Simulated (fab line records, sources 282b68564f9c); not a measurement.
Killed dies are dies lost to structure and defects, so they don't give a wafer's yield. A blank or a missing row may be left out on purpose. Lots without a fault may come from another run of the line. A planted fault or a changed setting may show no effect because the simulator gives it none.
fab line records | flow rit_cmos
record lots=13 wafers=39 last_day=7
route steps=202 shown FOX1@20 M1@202
lots that met no fault: from a run of the same line without faults
start_h: hours from the record's first day to the start of the lot's first wafer shown | wait_h: hours since the lot's step before | " the same as in the row above | L1.1+2: a row that stands for several wafers | - no value, or no start given | * or withheld: withheld | < > ~ a bound
route shown NAME@n: a module of which the file shows steps, and the number in the route of the first | usual: mean/standard deviation of fault-free wafers | same: alike in all rows | chamber/n: place in a boat | sites: the reading at each site | _std_site: their standard deviation | _edge_site: outer sites' mean less inner sites' | radius_mm: how far each site lies from the wafer's centre | mask NAME#n: copy n | behind: the tool/chamber that last shaped the wafer | hold: why the lot was held/for how many hours/how that ended | device: the transistor (n, p or np) that didn't switch | end of line: the same wafers' tests at the end of the route | a step without rows: its recipe alone | killed: dies lost to structure and defects at the first sort, not the wafer's yield | map: a wafer's dies, x killed, . not, _ none there
set.NAME: the setting as run; set.NAME@STEP: as run at that earlier step | model.NAME: the simulator's own value behind a step, which no gauge read
steps of the route over a sample of lots; a table a step, a row a wafer
services: from which hour (start_h, from the record's first day; less than 0 if before it) a tool's chamber was out of use, for how many hours, and why
## steps
# step RIT_FOX1_OXIDATION_00
# recipe temp_c=1100 ambient=H2O target_thk_a=3507 p_h2o_torr=720 ox_time_s=1130
# usual zone_power_source_pct=43/4
# columns lot.wafer tool chamber start_h wait_h zone_power_source_pct
L808.3 furnace-04 0 17.25 1.6 38
L808.5 " 0 " " 38
L808.6 " 0 " " 38
L809.1 furnace-04 0 22.61 1.7 38
L809.2 " 0 " " 37
L809.6 " 0 " " 38
L810.1 furnace-04 0 26.56 0.0 38
L810.2 " 0 " " 38
L810.3 " 0 " " 37
L812.2 furnace-04 0 37.16 1.2 38
L812.4 " 0 " " 39
L812.6 " 0 " " 38
L820.2 furnace-01 0 78.70 3.1 48
L820.3 " 0 " " 48
L820.5 " 0 " " 48
L821.2 furnace-03 0 82.35 0.0 42
L821.3 " 0 " " 41
L821.5 " 0 " " 42
L823.1 furnace-03 0 92.88 0.9 41
L823.5 " 0 " " 42
L823.6 " 0 " " 42
L825.2 furnace-03 0 101.83 1.1 43
L825.4 " 0 " " 42
L825.6 " 0 " " 41
L826.1 furnace-03 0 107.05 0.3 42
L826.4 " 0 " " 42
L826.5 " 0 " " 42
L827.4 furnace-01 0 111.97 1.3 48
L827.5 " 0 " " 49
L827.6 " 0 " " 48
L828.2 furnace-03 0 117.25 0.1 42
L828.4 " 0 " " 42
L828.6 " 0 " " 42
L829.1 furnace-01 0 123.21 2.6 49
L829.5 " 0 " " 49
L829.6 " 0 " " 48
L831.2 furnace-03 0 132.21 0.0 42
L831.4 " 0 " " 42
L831.5 " 0 " " 42
# step RIT_FOX1_THK_MEAS_01
# recipe reads=SiO2_of_FOX1_OXIDATION_00
# usual FOX1_OXIDE_THK=348/5.8
# columns lot.wafer tool chamber start_h wait_h FOX1_OXIDE_THK[nm]
L808.3 film_metro-02 - 18.59 0.0 339
L808.5 " - " " 341
L808.6 " - " " 340
L809.1 film_metro-01 - 23.92 0.0 360
L809.2 " - " " 359
L809.6 " - " " 355
L810.1 film_metro-01 - 27.87 0.0 352
L810.2 " - " " 348
L810.3 " - " " 353
L812.2 film_metro-02 - 38.48 0.0 315
L812.4 " - " " 315
L812.6 " - " " 322
L820.2 film_metro-03 - 80.03 0.0 352
L820.3 " - " " 349
L820.5 " - " " 347
L821.2 film_metro-01 - 83.67 0.0 341
L821.3 " - " " 350
L821.5 " - " " 350
L823.1 film_metro-01 - 94.20 0.0 347
L823.5 " - " " 349
L823.6 " - " " 343
L825.2 film_metro-03 - 103.15 0.0 337
L825.4 " - " " 346
L825.6 " - " " 343
L826.1 film_metro-03 - 108.37 0.0 344
L826.4 " - " " 340
L826.5 " - " " 342
L827.4 film_metro-01 - 113.32 0.0 352
L827.5 " - " " 351
L827.6 " - " " 347
L828.2 film_metro-01 - 118.57 0.0 346
L828.4 " - " " 353
L828.6 " - " " 351
L829.1 film_metro-02 - 124.53 0.0 331
L829.5 " - " " 336
L829.6 " - " " 340
L831.2 film_metro-03 - 133.53 0.0 356
L831.4 " - " " 355
L831.5 " - " " 358
# step RIT_M1_PROBE_99
# usual killed_at_contacts=0.0/0.22 killed_at_front_end=7/3.3 killed_dies=7/3.3 killed_open=3.3/1.9 killed_short=3.6/2.1
# same gross_dies=264 killed_at_M0_to_M3=0 killed_at_M4_up=0 killed_at_back_side=0 killed_at_other=0
# columns lot.wafer tool chamber start_h wait_h killed_at_contacts killed_at_front_end killed_dies killed_open killed_short
L823.1 prober-02 - 139.01 0.1 0 7 7 3 4
L823.5 prober-02 - 139.21 0.2 0 7 7 1 6
L823.6 prober-02 - 139.26 0.2 0 9 9 2 7
# killed by level:class
L823.1 GATE:geometric_particle:open=2 SILICIDE:geometric_particle:short=2 FOX1:geometric_particle:short=1 FOX1:geometric_particle:open=1 GATE:geometric_particle:short=1
L823.5 GATE:geometric_particle:short=2 FOX1:geometric_particle:short=1 FOX2:geometric_particle:short=1 GATE:geometric_particle:open=1 SPACER:geometric_particle:short=1 SILICIDE:geometric_particle:short=1
L823.6 FOX1:geometric_particle:short=4 GATE:geometric_particle:short=2 SPACER:geometric_particle:open=2 SPACER:geometric_particle:short=1
## services
# columns tool chamber start_h hours kind
furnace-01 - 17.56 3.5 pm
furnace-03 - 35.50 3.8 pm
furnace-03 - 72.40 3.4 pm
furnace-01 - 96.51 4.2 pm
furnace-04 - 115.36 3.7 pm
## key
first_sign step=RIT_FOX1_THK_MEAS_01 reading=FOX1_OXIDE_THK direction=down sigmas=5.3 usual=348 struck=317
effect none on later readings
met_at RIT_FOX1_OXIDATION_00
struck_lots L812
tester_left_out L812
onset_between 26.56 37.16
fault kind=process_parameter_drift tool=furnace-04 chamber=- onset_h=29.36 steps=RIT_FOX1_OXIDATION_00 channel=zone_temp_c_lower offset=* shape=step end_h=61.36
# tester_left_out: of these lots the tester's yield and bins aren't shown, on N5 and GAA mostly nor the transistor test; their killed dies are dies lost to structure and defects alone, not to doping, threshold or leakage, so they don't give the yield
